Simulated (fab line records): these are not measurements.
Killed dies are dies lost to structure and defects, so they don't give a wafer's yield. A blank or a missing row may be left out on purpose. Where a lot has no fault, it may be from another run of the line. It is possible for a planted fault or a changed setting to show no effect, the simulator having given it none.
A single fault, viewed from 2 desks	flow ritCmos	numbers are kept per desk, each desk with only its own; the story behind them comes last

## FROM THE METROLOGY DESK
What the gauges read, lot by lot, whatever tool the lot ran on: means of the sampled wafers that have a number. Marked OUT: a lot whose mean sits more than 4 standard deviations from the usual mean, which makes it out of limits; the brackets give that distance.
Columns: A = GATE_POLY_THK at RIT_GATE_THK_MEAS_09, usual 251.1 nm; B = NSD_OVL at RIT_NSD_OVL_MEAS_06, usual 1.2 nm
lot	first seen here	A	B
L653	day 3 23:04	249.4	1.4
L655	day 4 08:39	253.4	4.2
L658	day 5 03:19	247.3	0.5
L659	day 5 05:05	254.9	0.6
L660	day 5 09:55	251.1	0.7
L662	day 5 20:44	250.1	0.3
L667	day 6 20:30	249.9	1.9
L668	day 7 02:05	250.7	1.3
L669	day 7 07:22	249.5	0.9
This desk's verdict: no lot among the 9 shows anything out of limits.

## TOOL OWNER'S DESK, plasmaAsher-01
The tool's own readings at RIT_M1_STRIP_14 (strips in O2, time 180 s): means of the sampled wafers that have a number, for each lot that ran on this tool. Marked OUT: a lot whose mean sits more than 4 standard deviations from the usual mean, which makes it out of limits; the brackets give that distance.
Columns: A = drypumpMotorCurrentA at RIT_M1_STRIP_14, usual 5.6 A; B = runLengthS at RIT_M1_STRIP_14, usual 208.3 s
lot	first seen here	A	B
L653	day 4 18:41	5.2	186.7 (-62) OUT
L655	day 5 04:13	5.4	193.8 (-41) OUT
L668	day 7 21:19	5.7	208.4
Finding of this desk: L653, L655 out of limits; the first was L653 at day 4 18:41, on runLengthS at RIT_M1_STRIP_14. L668: within limits.

## ALL TOGETHER
The tool owner's desk could have raised an alarm at day 4 18:41, on L653, L655.
From the metrology desk's view, nothing was out of limits.
The metrology desk has L653, L655 on record, within its limits.
On plasmaAsher-01, each named lot ran RIT_M1_STRIP_14.

## WHAT THE SIMULATOR PUT IN
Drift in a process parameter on plasmaAsher-01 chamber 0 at RIT_M1_STRIP_14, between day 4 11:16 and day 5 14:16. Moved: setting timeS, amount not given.
Shown lots that were struck: L653, L655.
Time in hours from fault onset to the first out-of-limits reading at each desk: the tool owner's desk, 7.
